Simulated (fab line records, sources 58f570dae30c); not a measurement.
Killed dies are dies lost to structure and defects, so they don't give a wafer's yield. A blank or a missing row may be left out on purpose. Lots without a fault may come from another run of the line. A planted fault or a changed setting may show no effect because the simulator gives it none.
fab line records | flow berkeley_cmos170
record lots=5 wafers=15 last_day=13
route steps=331 shown PFIELD@80 FIELD@89 SACOX@97 SCREENOX@100 NVT@104 PVT@115
lots that met no fault: from a run of the same line without faults
start_h: hours from the record's first day to the start of the lot's first wafer shown | wait_h: hours since the lot's step before | " the same as in the row above | L1.1+2: a row that stands for several wafers | - no value, or no start given | * or withheld: withheld | < > ~ a bound
route shown NAME@n: a module of which the file shows steps, and the number in the route of the first | usual: mean/standard deviation of fault-free wafers | same: alike in all rows | chamber/n: place in a boat | sites: the reading at each site | _std_site: their standard deviation | _edge_site: outer sites' mean less inner sites' | radius_mm: how far each site lies from the wafer's centre | mask NAME#n: copy n | behind: the tool/chamber that last shaped the wafer | hold: why the lot was held/for how many hours/how that ended | device: the transistor (n, p or np) that didn't switch | end of line: the same wafers' tests at the end of the route | a step without rows: its recipe alone | killed: dies lost to structure and defects at the first sort, not the wafer's yield | map: a wafer's dies, x killed, . not, _ none there
set.NAME: the setting as run; set.NAME@STEP: as run at that earlier step | model.NAME: the simulator's own value behind a step, which no gauge read
lots at some steps of the route; a table a step, a row a wafer
services: from which hour (start_h, from the record's first day; less than 0 if before it) a tool's chamber was out of use, for how many hours, and why
## steps
# step UCB170_PFIELD_COAT_01
# recipe resist=KrF spin_rpm=1500 resist_thk_nm=900
# columns lot.wafer tool chamber start_h wait_h
L075.1+2+4 litho_track-01 0 93.90 0.1
L079.2+3+6 litho_track-02 0 124.92 0.1
L094.2+3+6 litho_track-03 0 204.03 0.1
L095.2+5+6 litho_track-01 0 204.33 0.1
L097.1+3+5 litho_track-03 0 218.79 0.1
# step UCB170_PFIELD_SOFTBAKE_02
# recipe resist=KrF temp_c=130 time_s=60
# usual plate_temp_C=129.99/0.13
# columns lot.wafer tool chamber start_h wait_h plate_temp_C
L075.1 litho_track-01 0 94.05 0.1 129.78
L075.2 " 0 " " 130.20
L075.4 " 0 " " 130.06
L079.2 litho_track-02 0 125.07 0.1 130.00
L079.3 " 0 " " 130.18
L079.6 " 0 " " 130.08
L094.2 litho_track-03 0 204.18 0.1 130.14
L094.3 " 0 " " 130.02
L094.6 " 0 " " 129.97
L095.2 litho_track-01 0 204.48 0.1 130.11
L095.5 " 0 " " 130.05
L095.6 " 0 " " 130.04
L097.1 litho_track-03 0 218.94 0.1 129.86
L097.3 " 0 " " 129.86
L097.5 " 0 " " 129.83
# step UCB170_PFIELD_EXPOSE_03
# recipe mask_id=PFIELD na=0.5 sigma_outer=0.6 source_shape=conventional target_cd_nm=1500 dose_mj=30
# columns lot.wafer tool chamber start_h wait_h mask
L075.1+2+4 krf_scanner-02 0 94.20 0.1 PFIELD#0
L079.2+3+6 krf_scanner-01 0 125.22 0.1 PFIELD#0
L094.2+3+6 krf_scanner-01 0 204.54 0.3 PFIELD#0
L095.2+5+6 krf_scanner-02 0 205.70 1.2 PFIELD#0
L097.1+3+5 krf_scanner-01 0 219.21 0.2 PFIELD#0
# step UCB170_PFIELD_PEB_04
# recipe peb_temp_c=130 peb_time_s=withheld resist=KrF
# usual plate_temp_C=130.06/0.13
# columns lot.wafer tool chamber start_h wait_h plate_temp_C
L075.1 litho_track-01 0 94.92 0.7 129.92
L075.2 " 0 " " 130.06
L075.4 " 0 " " 130.06
L079.2 litho_track-02 0 125.34 0.1 129.90
L079.3 " 0 " " 129.81
L079.6 " 0 " " 130.05
L094.2 litho_track-03 0 205.23 0.7 130.10
L094.3 " 0 " " 129.98
L094.6 " 0 " " 129.87
L095.2 litho_track-02 0 206.12 0.4 129.68
L095.5 " 0 " " 130.32
L095.6 " 0 " " 130.00
L097.1 litho_track-02 0 219.33 0.1 130.25
L097.3 " 0 " " 130.17
L097.5 " 0 " " 130.08
# step UCB170_PFIELD_DEVELOP_05
# recipe developer=TMAH develop_time_s=45 resist=KrF dev_temp_c=21
# same develop_time_s=45
# columns lot.wafer tool chamber start_h wait_h
L075.1+2+4 litho_track-01 0 - -
L079.2+3+6 litho_track-02 0 - -
L094.2+3+6 litho_track-03 0 - -
L095.2+5+6 litho_track-02 0 - -
L097.1+3+5 litho_track-02 0 - -
# step UCB170_PFIELD_OVL_MEAS_06
# usual PFIELD_OVL=4/4.7
# columns lot.wafer tool chamber start_h wait_h PFIELD_OVL[nm]
L075.1 overlay-02 - 95.20 - 5
L075.2 " - " " 5
L075.4 " - " " 2
L079.2 overlay-01 - 125.60 - 1
L079.3 " - " " 3
L079.6 " - " " 0
L094.2 overlay-02 - 205.48 - 14
L094.3 " - " " 9
L094.6 " - " " 8
L095.2 overlay-01 - 206.37 - 4
L095.5 " - " " 8
L095.6 " - " " 8
L097.1 overlay-02 - 219.61 - 8
L097.3 " - " " 7
L097.5 " - " " 3
# step UCB170_PFIELD_IMPLANT_07
# recipe species=B dose_cm2=2e+13 energy_kev=80 tilt_deg=7
# usual beam_on_s=9.99/0.2
# columns lot.wafer tool chamber start_h wait_h beam_on_s
L075.1 implanter-01 0 95.23 0.0 9.78
L075.2 " 0 " " 10.22
L075.4 " 0 " " 10.14
L079.2 implanter-02 0 125.65 0.0 9.91
L079.3 " 0 " " 10.11
L079.6 " 0 " " 9.70
L094.2 implanter-02 0 205.54 0.0 9.72
L094.3 " 0 " " 10.16
L094.6 " 0 " " 10.30
L095.2 implanter-02 0 206.43 0.0 9.91
L095.5 " 0 " " 10.05
L095.6 " 0 " " 9.99
L097.1 implanter-02 0 219.64 0.0 10.03
L097.3 " 0 " " 9.55
L097.5 " 0 " " 10.07
# step UCB170_PFIELD_STRIP_08
# recipe chemistry=O2 power_w=400 pressure_mtorr=3500 platen_temp_c=withheld o2_flow_sccm=400 overash_fraction=0.5
# usual drypump_motor_current_A=5.9/0.35 oes_product_au=0.734/0.0043 strip_time_to_endpoint_s=21.63/0.066
# columns lot.wafer tool chamber start_h wait_h drypump_motor_current_A oes_product_au rf_hours_counter_h strip_time_to_endpoint_s
L075.1 plasma_asher-01 1 95.38 0.1 6.2 0.735 36 21.57
L075.2 " 0 " " 6.3 0.737 36 21.57
L075.4 " 1 " " 6.2 0.733 - 21.55
L079.2 plasma_asher-02 1 125.78 0.1 6.1 0.735 40 21.60
L079.3 " 0 " " 5.7 0.728 - 21.67
L079.6 " 1 " " 6.1 0.730 - 21.63
L094.2 plasma_asher-02 1 205.66 0.1 6.2 0.725 48 21.73
L094.3 " 1 " " 6.2 0.736 - 21.70
L094.6 " 0 " " 5.7 0.736 - 21.62
L095.2 plasma_asher-01 1 206.55 0.1 6.2 0.730 47 21.67
L095.5 " 1 " " 6.2 0.736 - 21.71
L095.6 " 0 " " 6.3 0.731 - 21.66
L097.1 plasma_asher-02 1 219.79 0.1 6.2 0.736 49 21.73
L097.3 " 0 " " 5.7 0.736 - 21.67
L097.5 " 0 " " 5.7 0.735 - 21.68
# step UCB170_PFIELD_TW_MEAS_09
# usual PFIELD_TW=594/4.8
# columns lot.wafer tool chamber start_h wait_h PFIELD_TW
L075.1 film_metro-04 - 95.48 0.1 593
L075.2 " - " " 591
L075.4 " - " " 588
L079.2 film_metro-01 - 125.89 0.1 586
L079.3 " - " " 586
L079.6 " - " " 587
L094.2 film_metro-04 - 205.77 0.1 587
L094.3 " - " " 590
L094.6 " - " " 586
L095.2 film_metro-01 - 206.66 0.1 596
L095.5 " - " " 593
L095.6 " - " " 592
L097.1 film_metro-01 - 219.89 0.1 594
L097.3 " - " " 593
L097.5 " - " " 594
# step UCB170_FIELD_CLEAN_00
# recipe chemistry=dHF dilution=25:1 time_s=7.5
# columns lot.wafer tool chamber start_h wait_h
L075.1+2+4 wet_bench-01 2 97.73 2.2
L079.2+3+6 wet_bench-04 0 125.94 0.0
L094.2+3+6 wet_bench-04 0 205.82 0.0
L095.2+5+6 wet_bench-04 3 206.93 0.3
L097.1+3+5 wet_bench-01 0 219.95 0.1
# step UCB170_FIELD_OXIDATION_01
# recipe temp_c=1000 ambient=H2O p_h2o_torr=584.62 target_thk_a=5583 ox_time_s=7200
# usual zone_power_load_pct=35.1/0.9
# columns lot.wafer tool chamber start_h wait_h zone_power_load_pct
L075.1 furnace-01 0 98.79 1.0 35.7
L075.2 " 0 " " 35.9
L075.4 " 0 " " 35.9
L079.2 furnace-02 0 132.97 7.0 35.4
L079.3 " 0 " " 35.3
L079.6 " 0 " " 35.8
L094.2 furnace-01 0 210.63 4.8 35.6
L094.3 " 0 " " 35.8
L094.6 " 0 " " 35.6
L095.2 furnace-01 0 210.63 3.7 35.4
L095.5 " 0 " " 36.0
L095.6 " 0 " " 35.8
L097.1 furnace-02 0 223.46 3.5 35.0
L097.3 " 0 " " 35.6
L097.5 " 0 " " 36.0
# step UCB170_FIELD_THK_MEAS_02
# recipe reads=SiO2_of_FIELD_OXIDATION_01
# usual FIELD_OXIDE_THK=561/10
# columns lot.wafer tool chamber start_h wait_h FIELD_OXIDE_THK[nm]
L075.1 film_metro-02 - 101.85 0.1 537
L075.2 " - " " 545
L075.4 " - " " 545
L079.2 film_metro-03 - 135.98 0.0 566
L079.3 " - " " 570
L079.6 " - " " 567
L094.2 film_metro-02 - 213.64 0.0 551
L094.3 " - " " 554
L094.6 " - " " 559
L095.2 film_metro-01 - 213.70 0.1 565
L095.5 " - " " 560
L095.6 " - " " 561
L097.1 film_metro-02 - 226.46 0.0 579
L097.3 " - " " 569
L097.5 " - " " 577
# step UCB170_FIELD_ANNEAL_03
# recipe temp_c=1000 time_s=1200 ambient=N2
# usual zone_power_load_pct=34.6/0.95
# columns lot.wafer tool chamber start_h wait_h zone_power_load_pct
L075.1 furnace-04 0 108.92 7.1 33.1
L075.2 " 0 " " 33.9
L075.4 " 0 " " 34.0
L079.2 furnace-04 0 141.94 5.9 33.8
L079.3 " 0 " " 33.9
L079.6 " 0 " " 34.1
L094.2 furnace-02 0 217.78 4.1 36.4
L094.3 " 0 " " 35.6
L094.6 " 0 " " 35.5
L095.2 furnace-02 0 217.78 4.1 36.1
L095.5 " 0 " " 35.5
L095.6 " 0 " " 36.1
L097.1 furnace-04 0 231.35 4.9 33.8
L097.3 " 0 " " 34.2
L097.5 " 0 " " 33.7
# step UCB170_FIELD_WET_ETCH_04
# recipe chemistry=dHF dilution=10:1 target=SiO2 temp_c=25 time_s=60
# columns lot.wafer tool chamber start_h wait_h
L075.1+2+4 wet_bench-01 0 110.25 0.0
L079.2+3+6 wet_bench-04 3 143.27 0.0
L094.2+3+6 wet_bench-03 2 219.11 0.0
L095.2+5+6 wet_bench-03 0 219.11 0.0
L097.1+3+5 wet_bench-04 1 232.69 0.0
# step UCB170_FIELD_WET_ETCH_05
# recipe chemistry=H3PO4 target=Si3N4 temp_c=160 time_s=12600
# columns lot.wafer tool chamber start_h wait_h
L075.1+2+4 wet_bench-04 3 110.28 0.0
L079.2+3+6 wet_bench-04 3 143.29 0.0
L094.2+3+6 wet_bench-04 2 219.14 0.0
L095.2+5+6 wet_bench-04 3 219.14 0.0
L097.1+3+5 wet_bench-01 2 232.71 0.0
# step UCB170_FIELD_WET_ETCH_06
# recipe chemistry=BOE dilution=5:1 target=SiO2 temp_c=25 time_s=22
# columns lot.wafer tool chamber start_h wait_h
L075.1+2+4 wet_bench-04 1 114.11 0.0
L079.2+3+6 wet_bench-01 2 146.80 0.0
L094.2+3+6 wet_bench-04 0 222.82 0.2
L095.2+5+6 wet_bench-04 2 222.82 0.2
L097.1+3+5 wet_bench-04 1 236.75 0.2
# step UCB170_FIELD_THK_MEAS_90
# recipe reads=SiO2_of_FIELD_OXIDATION_01
# usual FIELD_OXIDE_LEFT_1_THK=444/10
# columns lot.wafer tool chamber start_h wait_h FIELD_OXIDE_LEFT_1_THK[nm]
L075.1 film_metro-01 - 114.19 0.1 420
L075.2 " - " " 428
L075.4 " - " " 430
L079.2 film_metro-01 - 146.83 0.0 448
L079.3 " - " " 452
L079.6 " - " " 450
L095.2 film_metro-01 - 222.84 0.0 449
L095.5 " - " " 444
L095.6 " - " " 445
L094.2 film_metro-02 - 222.90 0.1 434
L094.3 " - " " 437
L094.6 " - " " 441
L097.1 film_metro-02 - 236.77 0.0 461
L097.3 " - " " 451
L097.5 " - " " 459
# step UCB170_SACOX_CLEAN_00
# recipe chemistry=dHF dilution=25:1 time_s=7.5
# columns lot.wafer tool chamber start_h wait_h
L075.1+2+4 wet_bench-04 3 114.31 0.1
L079.2+3+6 wet_bench-03 0 146.88 0.0
L095.2+5+6 wet_bench-02 1 222.89 0.0
L094.2+3+6 wet_bench-02 2 222.95 0.0
L097.1+3+5 wet_bench-04 2 236.83 0.1
# step UCB170_SACOX_OXIDATION_01
# recipe temp_c=900 ambient=O2 target_thk_a=144 ox_time_s=2400
# usual zone_power_load_pct=27.5/0.69
# columns lot.wafer tool chamber start_h wait_h zone_power_load_pct
L075.1 furnace-02 0 121.12 6.8 27.3
L075.2 " 0 " " 27.6
L075.4 " 0 " " 27.8
L079.2 furnace-01 0 151.27 4.4 27.8
L079.3 " 0 " " 27.8
L079.6 " 0 " " 28.3
L094.2 furnace-04 0 227.00 4.0 26.3
L094.3 " 0 " " 26.2
L094.6 " 0 " " 26.3
L095.2 furnace-04 0 227.00 4.1 26.1
L095.5 " 0 " " 26.5
L095.6 " 0 " " 26.6
L097.1 furnace-01 0 238.78 1.9 27.8
L097.3 " 0 " " 27.3
L097.5 " 0 " " 27.9
# step UCB170_SACOX_THK_MEAS_02
# recipe reads=SiO2_of_SACOX_OXIDATION_01
# usual SACOX_OXIDE_THK=14.32/0.28
# columns lot.wafer tool chamber start_h wait_h SACOX_OXIDE_THK[nm]
L075.1 film_metro-01 - 122.79 0.0 13.94
L075.2 " - " " 13.84
L075.4 " - " " 13.90
L079.2 film_metro-02 - 152.95 0.0 14.03
L079.3 " - " " 14.41
L079.6 " - " " 13.91
L094.2 film_metro-01 - 228.68 0.0 14.62
L094.3 " - " " 14.58
L094.6 " - " " 14.80
L095.2 film_metro-04 - 228.74 0.1 14.41
L095.5 " - " " 14.36
L095.6 " - " " 14.19
L097.1 film_metro-04 - 240.45 0.0 14.21
L097.3 " - " " 14.20
L097.5 " - " " 14.37
# step UCB170_SCREENOX_WET_ETCH_00
# recipe chemistry=dHF dilution=25:1 target=SiO2 temp_c=25 time_s=200
# columns lot.wafer tool chamber start_h wait_h
L075.1+2+4 wet_bench-04 2 122.85 0.1
L079.2+3+6 wet_bench-04 3 153.00 0.0
L094.2+3+6 wet_bench-04 3 228.73 0.0
L095.2+5+6 wet_bench-04 3 228.79 0.0
L097.1+3+5 wet_bench-04 0 240.51 0.1
# step UCB170_SCREENOX_OXIDATION_01
# recipe temp_c=900 ambient=O2 target_thk_a=144 ox_time_s=2400
# usual zone_power_load_pct=27.5/0.7
# columns lot.wafer tool chamber start_h wait_h zone_power_load_pct
L075.1 furnace-01 0 129.44 6.5 27.6
L075.2 " 0 " " 27.9
L075.4 " 0 " " 27.8
L079.2 furnace-02 0 157.73 4.6 27.3
L079.3 " 0 " " 27.5
L079.6 " 0 " " 27.8
L094.2 furnace-04 0 232.69 3.9 26.6
L094.3 " 0 " " 26.3
L094.6 " 0 " " 26.3
L095.2 furnace-04 0 232.69 3.8 26.5
L095.5 " 0 " " 26.3
L095.6 " 0 " " 26.4
L097.1 furnace-01 0 243.28 2.7 27.8
L097.3 " 0 " " 28.0
L097.5 " 0 " " 27.5
# step UCB170_SCREENOX_THK_MEAS_02
# recipe reads=SiO2_of_SCREENOX_OXIDATION_01
# usual SCREENOX_OXIDE_THK=14.34/0.26
# columns lot.wafer tool chamber start_h wait_h SCREENOX_OXIDE_THK[nm]
L075.1 film_metro-04 - 131.11 0.0 14.12
L075.2 " - " " 13.70
L075.4 " - " " 14.04
L079.2 film_metro-02 - 159.40 0.0 14.40
L079.3 " - " " 14.32
L079.6 " - " " 14.49
L095.2 film_metro-02 - 234.36 0.0 14.45
L095.5 " - " " 14.38
L095.6 " - " " 14.34
L094.2 film_metro-04 - 234.42 0.1 14.12
L094.3 " - " " 14.04
L094.6 " - " " 14.10
L097.1 film_metro-02 - 244.95 0.0 14.68
L097.3 " - " " 14.38
L097.5 " - " " 14.48
# step UCB170_SCREENOX_ANNEAL_03
# recipe temp_c=900 time_s=900 ambient=N2
# usual zone_power_load_pct=27.3/0.79
# columns lot.wafer tool chamber start_h wait_h zone_power_load_pct
L075.1 furnace-01 0 136.54 5.4 28.1
L075.2 " 0 " " 28.4
L075.4 " 0 " " 28.0
L079.2 furnace-04 0 163.89 4.5 26.5
L079.3 " 0 " " 26.3
L079.6 " 0 " " 26.4
L094.2 furnace-04 0 237.04 2.6 26.2
L094.3 " 0 " " 26.3
L094.6 " 0 " " 26.2
L095.2 furnace-04 0 237.04 2.7 26.3
L095.5 " 0 " " 26.5
L095.6 " 0 " " 26.1
L097.1 furnace-02 0 249.91 5.0 27.6
L097.3 " 0 " " 27.5
L097.5 " 0 " " 28.3
# step UCB170_NVT_HMDS_00
# recipe prime_time_s=60 prime_temp_c=100
# usual prime_temp_c=100.01/0.12
# same prime_time_s=60
# columns lot.wafer tool chamber start_h wait_h prime_temp_c
L075.1 litho_track-02 0 137.79 0.0 100.00
L075.2 " 0 " " 100.14
L075.4 " 0 " " 100.05
L079.2 litho_track-04 0 165.16 0.0 100.09
L079.3 " 0 " " 100.00
L079.6 " 0 " " 99.98
L095.2 litho_track-02 0 238.80 0.5 100.14
L095.5 " 0 " " 100.25
L095.6 " 0 " " 99.94
L094.2 litho_track-04 0 238.84 0.6 100.16
L094.3 " 0 " " 100.11
L094.6 " 0 " " 100.15
L097.1 litho_track-02 0 251.34 0.2 99.91
L097.3 " 0 " " 100.15
L097.5 " 0 " " 100.09
# step UCB170_NVT_COAT_01
# recipe resist=KrF spin_rpm=1500 resist_thk_nm=900
# columns lot.wafer tool chamber start_h wait_h
L075.1+2+4 litho_track-02 0 137.94 0.1
L079.2+3+6 litho_track-04 0 165.31 0.1
L095.2+5+6 litho_track-02 0 238.95 0.1
L094.2+3+6 litho_track-04 0 238.99 0.1
L097.1+3+5 litho_track-02 0 251.49 0.1
# step UCB170_NVT_SOFTBAKE_02
# recipe resist=KrF temp_c=130 time_s=60
# usual plate_temp_C=130.01/0.12
# columns lot.wafer tool chamber start_h wait_h plate_temp_C
L075.1 litho_track-02 0 138.09 0.1 130.07
L075.2 " 0 " " 129.94
L075.4 " 0 " " 130.14
L079.2 litho_track-04 0 165.46 0.1 129.88
L079.3 " 0 " " 130.10
L079.6 " 0 " " 130.03
L095.2 litho_track-02 0 239.10 0.1 130.24
L095.5 " 0 " " 129.93
L095.6 " 0 " " 130.08
L094.2 litho_track-04 0 239.14 0.1 129.77
L094.3 " 0 " " 130.01
L094.6 " 0 " " 129.97
L097.1 litho_track-02 0 251.64 0.1 129.99
L097.3 " 0 " " 130.18
L097.5 " 0 " " 130.23
# step UCB170_NVT_EXPOSE_03
# recipe mask_id=PWELL target_cd_nm=3000 na=0.5 sigma_outer=0.6 source_shape=conventional dose_mj=30
# columns lot.wafer tool chamber start_h wait_h mask
L075.1+2+4 krf_scanner-01 0 138.36 0.2 PWELL#0
L079.2+3+6 krf_scanner-02 0 165.72 0.2 PWELL#0
L095.2+5+6 krf_scanner-02 0 239.47 0.3 PWELL#0
L094.2+3+6 krf_scanner-02 0 239.59 0.4 PWELL#0
L097.1+3+5 krf_scanner-01 0 251.93 0.3 PWELL#0
# step UCB170_NVT_PEB_04
# recipe peb_temp_c=130 peb_time_s=withheld resist=KrF
# usual plate_temp_C=129.99/0.13
# columns lot.wafer tool chamber start_h wait_h plate_temp_C
L075.1 litho_track-04 0 138.63 0.3 130.03
L075.2 " 0 " " 129.94
L075.4 " 0 " " 129.92
L079.2 litho_track-04 0 165.84 0.1 129.97
L079.3 " 0 " " 130.01
L079.6 " 0 " " 130.07
L095.2 litho_track-01 0 240.14 0.6 130.03
L095.5 " 0 " " 129.99
L095.6 " 0 " " 129.85
L094.2 litho_track-02 0 240.25 0.6 129.97
L094.3 " 0 " " 129.93
L094.6 " 0 " " 130.05
L097.1 litho_track-04 0 252.14 0.2 130.14
L097.3 " 0 " " 130.05
L097.5 " 0 " " 130.25
# step UCB170_NVT_DEVELOP_05
# recipe developer=TMAH develop_time_s=45 resist=KrF dev_temp_c=21
# same develop_time_s=45
# columns lot.wafer tool chamber start_h wait_h
L075.1+2+4 litho_track-04 0 - -
L079.2+3+6 litho_track-04 0 - -
L095.2+5+6 litho_track-01 0 - -
L094.2+3+6 litho_track-02 0 - -
L097.1+3+5 litho_track-04 0 - -
# step UCB170_NVT_OVL_MEAS_06
# usual NVT_OVL=1/4.8
# columns lot.wafer tool chamber start_h wait_h NVT_OVL[nm]
L075.1 overlay-02 - 138.91 - 0
L075.2 " - " " -1
L075.4 " - " " 0
L079.2 overlay-01 - 166.10 - -8
L079.3 " - " " -12
L079.6 " - " " -13
L095.2 overlay-01 - 240.39 - -2
L095.5 " - " " -3
L095.6 " - " " -5
L094.2 overlay-02 - 240.51 - -4
L094.3 " - " " -1
L094.6 " - " " -2
L097.1 overlay-02 - 252.41 - -1
L097.3 " - " " -1
L097.5 " - " " 0
# step UCB170_NVT_IMPLANT_07
# recipe species=BF2 dose_cm2=3e+12 energy_kev=50 tilt_deg=7
# usual beam_on_s=9.98/0.19
# columns lot.wafer tool chamber start_h wait_h beam_on_s
L075.1 implanter-02 0 138.94 0.0 9.71
L075.2 " 0 " " 10.06
L075.4 " 0 " " 10.02
L079.2 implanter-04 0 166.15 0.0 10.35
L079.3 " 0 " " 10.11
L079.6 " 0 " " 9.90
L095.2 implanter-04 0 240.45 0.0 10.12
L095.5 " 0 " " 10.13
L095.6 " 0 " " 10.00
L094.2 implanter-02 0 240.56 0.0 9.68
L094.3 " 0 " " 9.94
L094.6 " 0 " " 9.92
L097.1 implanter-04 0 252.45 0.0 9.68
L097.3 " 0 " " 10.33
L097.5 " 0 " " 9.83
# step UCB170_NVT_STRIP_08
# recipe chemistry=O2 power_w=400 pressure_mtorr=3500 platen_temp_c=withheld o2_flow_sccm=400 overash_fraction=0.5
# usual drypump_motor_current_A=5.6/0.31 oes_product_au=0.735/0.0048 strip_time_to_endpoint_s=21.62/0.059
# columns lot.wafer tool chamber start_h wait_h drypump_motor_current_A oes_product_au rf_hours_counter_h strip_time_to_endpoint_s
L075.1 plasma_asher-03 0 139.09 0.1 5.4 0.737 2 21.71
L075.2 " 1 " " 5.6 0.742 2 21.67
L075.4 " 0 " " 5.5 0.737 - 21.68
L079.2 plasma_asher-04 0 166.28 0.1 5.9 0.733 38 21.62
L079.3 " 0 " " 5.9 0.731 - 21.68
L079.6 " 0 " " 5.9 0.741 - 21.70
L095.2 plasma_asher-03 0 240.57 0.1 5.4 0.740 12 21.62
L095.5 " 0 " " 5.4 0.739 - 21.63
L095.6 " 1 " " 5.6 0.734 - 21.63
L094.2 plasma_asher-02 0 240.69 0.1 5.7 0.735 52 21.65
L094.3 " 0 " " 5.7 0.735 - 21.58
L094.6 " 1 " " 6.2 0.739 - 21.57
L097.1 plasma_asher-02 1 252.60 0.1 6.2 0.735 53 21.62
L097.3 " 1 " " 6.2 0.739 - 21.64
L097.5 " 0 " " 5.7 0.727 - 21.70
# step UCB170_NVT_TW_MEAS_09
# usual NVT_TW=519/3.8
# columns lot.wafer tool chamber start_h wait_h NVT_TW
L075.1 film_metro-03 - 139.19 0.1 526
L075.2 " - " " 525
L075.4 " - " " 521
L079.2 film_metro-01 - 166.39 0.1 517
L079.3 " - " " 516
L079.6 " - " " 519
L095.2 film_metro-01 - 240.68 0.1 520
L095.5 " - " " 519
L095.6 " - " " 518
L094.2 film_metro-04 - 240.80 0.1 517
L094.3 " - " " 517
L094.6 " - " " 514
L097.1 film_metro-04 - 252.70 0.1 513
L097.3 " - " " 515
L097.5 " - " " 516
# step UCB170_NVT_CLEAN_10
# recipe chemistry=SPM temp_c=120 time_s=600
# columns lot.wafer tool chamber start_h wait_h
L075.1+2+4 wet_bench-01 3 139.25 0.1
L079.2+3+6 wet_bench-01 0 166.45 0.0
L094.2+3+6 wet_bench-01 3 242.14 1.3
L095.2+5+6 wet_bench-01 0 242.14 1.4
L097.1+3+5 wet_bench-02 0 252.76 0.1
# step UCB170_PVT_HMDS_00
# recipe prime_time_s=60 prime_temp_c=100
# usual prime_temp_c=100.03/0.13
# same prime_time_s=60
# columns lot.wafer tool chamber start_h wait_h prime_temp_c
L075.1 litho_track-04 0 139.68 0.2 100.03
L075.2 " 0 " " 100.05
L075.4 " 0 " " 100.20
L079.2 litho_track-01 0 166.65 0.0 100.00
L079.3 " 0 " " 100.01
L079.6 " 0 " " 100.04
L094.2 litho_track-01 0 242.59 0.3 100.07
L094.3 " 0 " " 100.06
L094.6 " 0 " " 100.20
L095.2 litho_track-03 0 242.59 0.3 100.00
L095.5 " 0 " " 100.11
L095.6 " 0 " " 100.11
L097.1 litho_track-04 0 252.95 0.0 100.07
L097.3 " 0 " " 99.84
L097.5 " 0 " " 100.20
# step UCB170_PVT_COAT_01
# recipe resist=KrF spin_rpm=1500 resist_thk_nm=900
# columns lot.wafer tool chamber start_h wait_h
L075.1+2+4 litho_track-04 0 139.83 0.1
L079.2+3+6 litho_track-01 0 166.80 0.1
L094.2+3+6 litho_track-01 0 242.74 0.1
L095.2+5+6 litho_track-03 0 242.74 0.1
L097.1+3+5 litho_track-04 0 253.10 0.1
# step UCB170_PVT_SOFTBAKE_02
# recipe resist=KrF temp_c=130 time_s=60
# usual plate_temp_C=130.00/0.11
# columns lot.wafer tool chamber start_h wait_h plate_temp_C
L075.1 litho_track-04 0 139.98 0.1 130.03
L075.2 " 0 " " 129.94
L075.4 " 0 " " 130.03
L079.2 litho_track-01 0 166.95 0.1 129.92
L079.3 " 0 " " 129.86
L079.6 " 0 " " 129.96
L094.2 litho_track-01 0 242.89 0.1 130.01
L094.3 " 0 " " 129.97
L094.6 " 0 " " 129.98
L095.2 litho_track-03 0 242.89 0.1 130.14
L095.5 " 0 " " 129.99
L095.6 " 0 " " 130.09
L097.1 litho_track-04 0 253.25 0.1 130.06
L097.3 " 0 " " 129.88
L097.5 " 0 " " 129.87
# step UCB170_PVT_EXPOSE_03
# recipe mask_id=NWELL target_cd_nm=3000 na=0.5 sigma_outer=0.6 source_shape=conventional dose_mj=30
# columns lot.wafer tool chamber start_h wait_h mask
L075.1+2+4 krf_scanner-02 0 140.26 0.2 NWELL#0
L079.2+3+6 krf_scanner-02 0 167.21 0.2 NWELL#0
L094.2+3+6 krf_scanner-01 0 243.33 0.4 NWELL#0
L095.2+5+6 krf_scanner-02 0 243.57 0.7 NWELL#0
L097.1+3+5 krf_scanner-01 0 253.71 0.4 NWELL#0
# step UCB170_PVT_PEB_04
# recipe peb_temp_c=130 peb_time_s=withheld resist=KrF
# usual plate_temp_C=130.00/0.14
# columns lot.wafer tool chamber start_h wait_h plate_temp_C
L075.1 litho_track-03 0 140.48 0.2 129.97
L075.2 " 0 " " 129.90
L075.4 " 0 " " 130.09
L079.2 litho_track-01 0 167.33 0.1 129.93
L079.3 " 0 " " 129.86
L079.6 " 0 " " 129.79
L094.2 litho_track-03 0 243.76 0.4 130.02
L094.3 " 0 " " 129.97
L094.6 " 0 " " 130.07
L095.2 litho_track-04 0 243.88 0.3 130.00
L095.5 " 0 " " 129.76
L095.6 " 0 " " 130.14
L097.1 litho_track-01 0 254.04 0.3 129.91
L097.3 " 0 " " 130.05
L097.5 " 0 " " 129.90
# step UCB170_PVT_DEVELOP_05
# recipe developer=TMAH develop_time_s=45 resist=KrF dev_temp_c=21
# same develop_time_s=45
# columns lot.wafer tool chamber start_h wait_h
L075.1+2+4 litho_track-03 0 - -
L079.2+3+6 litho_track-01 0 - -
L094.2+3+6 litho_track-03 0 - -
L095.2+5+6 litho_track-04 0 - -
L097.1+3+5 litho_track-01 0 - -
# step UCB170_PVT_OVL_MEAS_06
# usual PVT_OVL=-4/4.7
# columns lot.wafer tool chamber start_h wait_h PVT_OVL[nm]
L075.1 overlay-02 - 140.76 - -5
L075.2 " - " " -3
L075.4 " - " " -9
L079.2 overlay-02 - 167.59 - -12
L079.3 " - " " -3
L079.6 " - " " -6
L094.2 overlay-01 - 244.02 - -8
L094.3 " - " " -8
L094.6 " - " " -3
L095.2 overlay-01 - 244.13 - -15
L095.5 " - " " -5
L095.6 " - " " -9
L097.1 overlay-02 - 254.32 - -1
L097.3 " - " " -4
L097.5 " - " " 0
# step UCB170_PVT_IMPLANT_07
# recipe species=P dose_cm2=2e+12 energy_kev=30 tilt_deg=7
# usual beam_on_s=10.01/0.21
# columns lot.wafer tool chamber start_h wait_h beam_on_s
L075.1 implanter-02 0 140.79 0.0 9.83
L075.2 " 0 " " 9.97
L075.4 " 0 " " 9.81
L079.2 implanter-04 0 167.64 0.0 9.88
L079.3 " 0 " " 9.86
L079.6 " 0 " " 9.64
L094.2 implanter-04 0 244.07 0.0 10.11
L094.3 " 0 " " 9.80
L094.6 " 0 " " 9.77
L095.2 implanter-02 0 244.19 0.0 9.99
L095.5 " 0 " " 10.22
L095.6 " 0 " " 10.27
L097.1 implanter-04 0 254.35 0.0 10.36
L097.3 " 0 " " 10.15
L097.5 " 0 " " 9.61
## services
# columns tool chamber start_h hours kind
furnace-04 - 80.75 3.1 pm
furnace-04 - 95.24 3.9 pm
krf_scanner-02 - 95.46 0.8 pm
furnace-01 - 101.79 15.3 pm
implanter-04 - 104.71 1.3 repair
plasma_asher-03 - 106.32 1.1 repair
plasma_asher-03 - 108.75 9.0 pm
furnace-04 - 123.85 8.0 pm
krf_scanner-02 - 145.66 1.3 pm
krf_scanner-01 - 154.14 6.0 pm
plasma_asher-02 - 163.61 2.8 pm
krf_scanner-01 - 164.34 1.3 pm
implanter-02 - 167.99 14.5 repair
implanter-02 - 186.21 3.7 pm
krf_scanner-02 - 186.40 0.8 pm
furnace-01 - 191.31 3.2 pm
krf_scanner-01 - 198.49 3.6 pm
krf_scanner-02 - 204.68 1.0 pm
implanter-02 - 207.44 1.1 repair
implanter-04 - 213.81 14.7 repair
krf_scanner-01 - 216.70 0.2 repair
wet_bench-03 - 221.84 1.8 repair
krf_scanner-01 - 225.73 1.0 pm
krf_scanner-01 - 237.14 4.4 pm
## key
fault none
